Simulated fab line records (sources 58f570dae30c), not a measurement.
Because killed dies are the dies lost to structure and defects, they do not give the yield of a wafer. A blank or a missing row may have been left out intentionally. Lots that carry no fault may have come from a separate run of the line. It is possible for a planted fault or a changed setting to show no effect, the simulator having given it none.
The tool behind it: which one?	flow berkeley_cmos170	14 lots with 42 wafers sampled at 5 steps, on a route of 331 steps

== WHAT THE GAUGES SHOWED, per wafer ==
UCB170_NWELL_THK_MEAS_02. Usual: NWELL_OXIDE_THK typically reads 26.3 nm, with standard deviation 0.46.
lot	measured	on	NWELL_OXIDE_THK (nm)	flag
L893	day 2 00:13	film_metro-03	26.2 26.3 26.5	
L896	day 2 21:22	film_metro-01	26.1 26.5 25.9	
L897	day 2 21:23	film_metro-04	26.6 26.9 26.1	
L898	day 3 07:44	film_metro-03	27.3 26.6 26.1	
L900	day 3 18:56	film_metro-03	26.8 26.5 26.7	
L901	day 3 23:45	film_metro-04	26.6 26.1 26.5	
L906	day 4 20:29	film_metro-04	25.4 25.7 25.6	
L908	day 5 10:54	film_metro-03	26.2 26.8 26.7	
L909	day 5 14:49	film_metro-01	25.9 26.1 26.1	
L910	day 5 18:47	film_metro-01	27.4 27.6 27.1	
L911	day 6 00:23	film_metro-04	26.4 26.6 26.4	
L912	day 6 05:26	film_metro-01	25.5 25.5 25.9	
L913	day 6 09:42	film_metro-04	26.0 26.6 25.9	
L915	day 6 18:36	film_metro-01	26.8 27.4 26.9	

UCB170_NWELL_OVL_MEAS_12. Usual: NWELL_OVL typically reads 3 nm, with standard deviation 5.7.
lot	measured	on	NWELL_OVL (nm)	flag
L893	day 2 08:17	overlay-02	11 11 13	
L896	day 3 07:28	overlay-01	-4 6 6	
L897	day 3 07:23	overlay-02	3 4 2	
L898	day 3 15:44	overlay-01	-1 -1 8	
L900	day 4 04:50	overlay-01	5 5 1	
L901	day 4 07:53	overlay-02	3 8 -4	
L906	day 5 05:58	overlay-02	6 0 -3	
L908	day 5 19:20	overlay-02	12 7 7	
L909	day 5 23:11	overlay-02	-4 -3 0	
L910	day 6 02:25	overlay-02	11 6 1	
L911	day 6 08:46	overlay-02	5 0 -9	
L912	day 6 11:37	overlay-02	-1 -3 -9	
L913	day 6 17:18	overlay-01	5 9 5	
L915	day 7 02:38	overlay-02	7 5 3	

UCB170_GATE_THK_MEAS_02. Usual: GATE_OXIDE_THK typically reads 6.53 nm, with standard deviation 0.14.
lot	measured	on	GATE_OXIDE_THK (nm)	flag
L893	day 5 21:16	film_metro-03	6.32 6.45 6.44	
L896	day 7 01:39	film_metro-01	6.57 6.64 6.57	
L897	day 7 01:40	film_metro-02	6.69 6.65 6.74	
L898	day 7 08:31	film_metro-02	6.59 6.58 6.65	
L900	day 7 16:49	film_metro-02	8.14 8.18 8.12	OFF
L901	day 7 16:49	film_metro-01	8.04 8.02 8.01	OFF
L906	day 8 13:24	film_metro-03	6.44 6.55 6.48	
L908	day 9 10:44	film_metro-03	6.46 6.51 6.56	
L909	day 9 10:43	film_metro-01	6.37 6.31 6.39	
L910	day 9 10:48	film_metro-02	6.57 6.55 6.63	
L911	day 9 18:09	film_metro-03	6.41 6.53 6.41	
L912	day 9 18:09	film_metro-01	6.52 6.67 6.62	
L913	day 10 06:51	film_metro-01	6.48 6.41 6.41	
L915	day 10 09:50	film_metro-01	6.79 6.60 6.80	

UCB170_SDANNEAL_RS_MEAS_02: the measuring method here is four-point-probe. Usual: PSD_RS typically reads 75.6 ohm/sq, with standard deviation 0.41.
lot	measured	on	PSD_RS (ohm/sq)	flag
L893	day 7 00:54	film_metro-04	75.5 75.4 75.6	
L896	day 7 21:13	film_metro-01	75.8 76.0 76.0	
L897	day 7 21:33	film_metro-02	75.1 75.0 74.7	
L898	day 8 06:09	film_metro-01	75.2 76.1 75.6	
L900	day 8 13:32	film_metro-01	75.0 74.8 74.9	
L901	day 8 12:55	film_metro-04	75.6 75.5 75.8	
L906	day 9 12:58	film_metro-04	75.7 76.0 75.8	
L908	day 10 12:01	film_metro-04	76.6 76.6 76.3	
L909	day 10 12:13	film_metro-02	75.6 75.9 75.6	
L910	day 10 12:32	film_metro-04	75.2 75.7 75.1	
L911	day 10 12:52	film_metro-01	76.1 75.5 76.0	
L912	day 10 13:06	film_metro-02	75.3 75.3 75.4	
L913	day 11 07:05	film_metro-02	75.4 75.3 75.2	
L915	day 11 10:19	film_metro-01	76.4 76.1 76.0	

== WHAT TOOL EACH LOT RAN ON (gives the tool, then ch and the chambers of the sampled wafers, and finally the start) ==
lot	UCB170_GATE_OXIDATION_01
L893	furnace-03 ch 0, day 5 19:46
L896	furnace-01 ch 0, day 7 00:08
L897	furnace-01 ch 0, day 7 00:08
L898	furnace-03 ch 0, day 7 06:59
L900	furnace-01 ch 0, day 7 15:19
L901	furnace-01 ch 0, day 7 15:19
L906	furnace-02 ch 0, day 8 11:54
L908	furnace-03 ch 0, day 9 09:13
L909	furnace-03 ch 0, day 9 09:13
L910	furnace-03 ch 0, day 9 09:13
L911	furnace-03 ch 0, day 9 16:38
L912	furnace-03 ch 0, day 9 16:38
L913	furnace-03 ch 0, day 10 05:20
L915	furnace-03 ch 0, day 10 08:20
- UCB170_GATE_OXIDATION_01: target thk 6.6 nm, ox time 1800 s.

== AS READ BY THE TOOLS THEMSELVES (means over the sampled wafers that have a number; for cases with no such wafer, the mark the record gives instead) ==
UCB170_GATE_OXIDATION_01. Usual: spike_tc_centre_C 852.3 C, standard deviation 1.1; spike_tc_load_C 874.8 C, standard deviation 1.2; tube_center_temp_C 849.99 C, standard deviation 0.072; tube_center_temp_C_max 852.2, standard deviation 0.36; zone_power_source_pct 24.4 %, standard deviation 1.7.
lot	tool	spike_tc_centre_C (C)	spike_tc_load_C (C)	tube_center_temp_C (C)	tube_center_temp_C_max	zone_power_source_pct (%)	flag
L893	furnace-03	852.6	874.7	849.97	852.3	25.8	
L896	furnace-01	852.5	875.4	850.05	852.0	21.2	
L897	furnace-01	852.3	874.3	849.99	852.3	21.2	
L898	furnace-03	852.2	875.7	849.96	852.0	25.6	
L900	furnace-01	868.3	890.9	865.93	867.9	22.2	OFF
L901	furnace-01	869.3	890.2	865.96	867.9	22.1	OFF
L906	furnace-02	851.3	874.0	850.01	852.2	23.6	
L908	furnace-03	852.6	875.4	850.02	852.2	25.9	
L909	furnace-03	853.2	875.3	850.02	852.2	25.7	
L910	furnace-03	852.3	875.7	850.01	852.4	25.7	
L911	furnace-03	852.3	875.0	850.02	852.6	25.3	
L912	furnace-03	852.3	874.9	850.03	851.9	25.9	
L913	furnace-03	853.4	874.8	849.99	851.9	25.5	
L915	furnace-03	852.3	875.6	849.96	852.4	25.4	

== THE ANSWER, worked out from the rows above alone ==
Rule: lot off if the mean of its wafers having a number is beyond 3 standard deviations from the usual mean. Also off: a lot with no number at a reading for which 4 or more lots have one. The other lots that the step has rows for count as sound. First the gauges in route order, then the tools' own readings, where a lot's mean is used as printed above. At the first step where some lot is off, the reading lying furthest off is the one used; lots without a number count as furthest.
Off: at UCB170_GATE_THK_MEAS_02 (GATE_OXIDE_THK), L900, L901.
A tool fits if, at a process step before that reading, it ran every lot that is off, and no sound lot after the first of them. Not tried: the gauges at UCB170_GATE_THK_MEAS_02; whatever is off there is also off at UCB170_GATE_OXIDATION_01, on other tools, and gauge error can't account for it. One fits: UCB170_GATE_OXIDATION_01 on furnace-01. Its last sound lot is L896 (day 7 00:08), its first lot that is off L900 (day 7 15:19): a fault that began between those two fits.
The tool's own readings at UCB170_GATE_OXIDATION_01 bear it out: on the lots that are off they differ by more than 5 times the standard deviation of the sound lots' means. spike_tc_centre_C reads 868.8 C there against 852.4 C on the sound lots; spike_tc_load_C reads 890.5 C there against 875.1 C on the sound lots; tube_center_temp_C reads 865.94 C there against 850.00 C on the sound lots; tube_center_temp_C_max reads 867.9 there against 852.2 on the sound lots.

== WHAT HAD BEEN PUT IN BY THE SIMULATOR ==
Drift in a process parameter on furnace-01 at UCB170_GATE_OXIDATION_01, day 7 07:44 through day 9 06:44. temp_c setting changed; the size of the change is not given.
Shown lots that were struck: L900, L901. The rule above found the same.
